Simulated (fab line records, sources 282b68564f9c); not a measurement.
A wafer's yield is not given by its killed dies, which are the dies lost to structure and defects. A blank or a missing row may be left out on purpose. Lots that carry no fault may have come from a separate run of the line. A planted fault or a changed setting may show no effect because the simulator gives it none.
Commonality check across tools	flow rit_cmos	Sampled: 13 lots, 39 wafers

THE REASON FOR OPENING IT
At RIT_M1_RS_MEAS_01 the reading M1_AL_RS is flagged on 2 of 13 lots. No-fault wafers: 0.0736 ohm/sq, standard deviation 0.00089.
Rule: flag the lot when none of its wafers has a number, or when each of its wafers that has one lies beyond 4 standard deviations from that mean. All remaining lots are regarded as sound.

lot	measured	on	M1_AL_RS (ohm/sq), wafer by wafer	flag
L413	day 3 05:16	film_metro-02	0.0754 0.0746 0.0754	
L414	day 3 10:31	film_metro-01	0.0737 0.0741 0.0737	
L417	day 4 01:16	film_metro-02	0.0728 0.0723 0.0728	
L419	day 4 12:26	film_metro-02	0.0733 0.0721 0.0728	
L420	day 4 16:31	film_metro-03	0.0734 0.0736 0.0737	
L421	day 4 23:22	film_metro-02	0.0738 0.0743 0.0730	
L422	day 5 01:18	film_metro-01	0.0724 0.0728 0.0735	
L424	day 5 12:44	film_metro-02	0.0736 0.0727 0.0722	
L425	day 5 18:47	film_metro-03	0.0735 0.0727 0.0744	
L426	day 6 03:02	film_metro-03	0.0735 0.0728 0.0726	
L432	day 7 06:48	film_metro-03	0.0380 0.0380 0.0383	FLAGGED
L434	day 7 16:20	film_metro-03	0.0382 0.0384 0.0387	FLAGGED
L436	day 8 03:20	film_metro-01	0.0716 0.0719 0.0719	
The mean of the flagged lots' numbers is 0.0383 ohm/sq, -0.0353 ohm/sq from the usual (-40 standard deviations).

WHICH TOOL RAN EACH LOT
The record holds 1 process step before the reading, out of a route of 202 steps. Each cell gives the tool, then ch followed by the chambers the sampled wafers passed through, then the start.
lot	flag	RIT_M1_SPUTTER_00
L413		pvd_sputter-04, day 3 04:56
L414		pvd_sputter-01, day 3 10:13
L417		pvd_sputter-04, day 4 00:58
L419		pvd_sputter-02, day 4 12:07
L420		pvd_sputter-04, day 4 16:13
L421		pvd_sputter-01, day 4 23:04
L422		pvd_sputter-04, day 5 00:59
L424		pvd_sputter-04, day 5 12:25
L425		pvd_sputter-01, day 5 18:29
L426		pvd_sputter-04, day 6 02:45
L432	FLAGGED	pvd_sputter-04, day 7 06:30
L434	FLAGGED	pvd_sputter-04, day 7 16:00
L436		pvd_sputter-02, day 8 03:02
These steps, and what they do:
- RIT_M1_SPUTTER_00: material Al, target thk 400 nm, time 500 s.
- RIT_M1_RS_MEAS_01: measures by four-point-probe.

FLAGGED OVER TOTAL, TOOL BY TOOL (the gauges that took the reading come last)
step	tool	lots run	flagged	share of the flagged lots	sound lots run after its first flagged lot
RIT_M1_SPUTTER_00	pvd_sputter-01	3	0	none	-
RIT_M1_SPUTTER_00	pvd_sputter-02	2	0	none	-
RIT_M1_SPUTTER_00	pvd_sputter-04	8	2	all	0
RIT_M1_RS_MEAS_01	film_metro-01	3	0	none	-
RIT_M1_RS_MEAS_01	film_metro-02	5	0	none	-
RIT_M1_RS_MEAS_01	film_metro-03	5	2	all	0

WHAT THE TABLE PERMITS
Table rows that saw every flagged lot: 2, namely pvd_sputter-04 at RIT_M1_SPUTTER_00 and film_metro-03 at RIT_M1_RS_MEAS_01.
- pvd_sputter-04 at RIT_M1_SPUTTER_00 ran 8 lots, 2 of them flagged. It ran its last sound lot, L426, at day 6 02:45 and its first flagged lot, L432, at day 7 06:30: a fault with its onset between the two fits.
- film_metro-03 at RIT_M1_RS_MEAS_01 ran 5 lots, 2 of them flagged. It ran its last sound lot, L426, at day 6 03:02 and its first flagged lot, L432, at day 7 06:48: a fault with its onset between the two fits.
Because each of these 2 tools fits a fault that began at some hour, counting lots does not separate them. More lots, or a look at what each step does to the wafer, might.

WHAT THE SIMULATOR PUT IN
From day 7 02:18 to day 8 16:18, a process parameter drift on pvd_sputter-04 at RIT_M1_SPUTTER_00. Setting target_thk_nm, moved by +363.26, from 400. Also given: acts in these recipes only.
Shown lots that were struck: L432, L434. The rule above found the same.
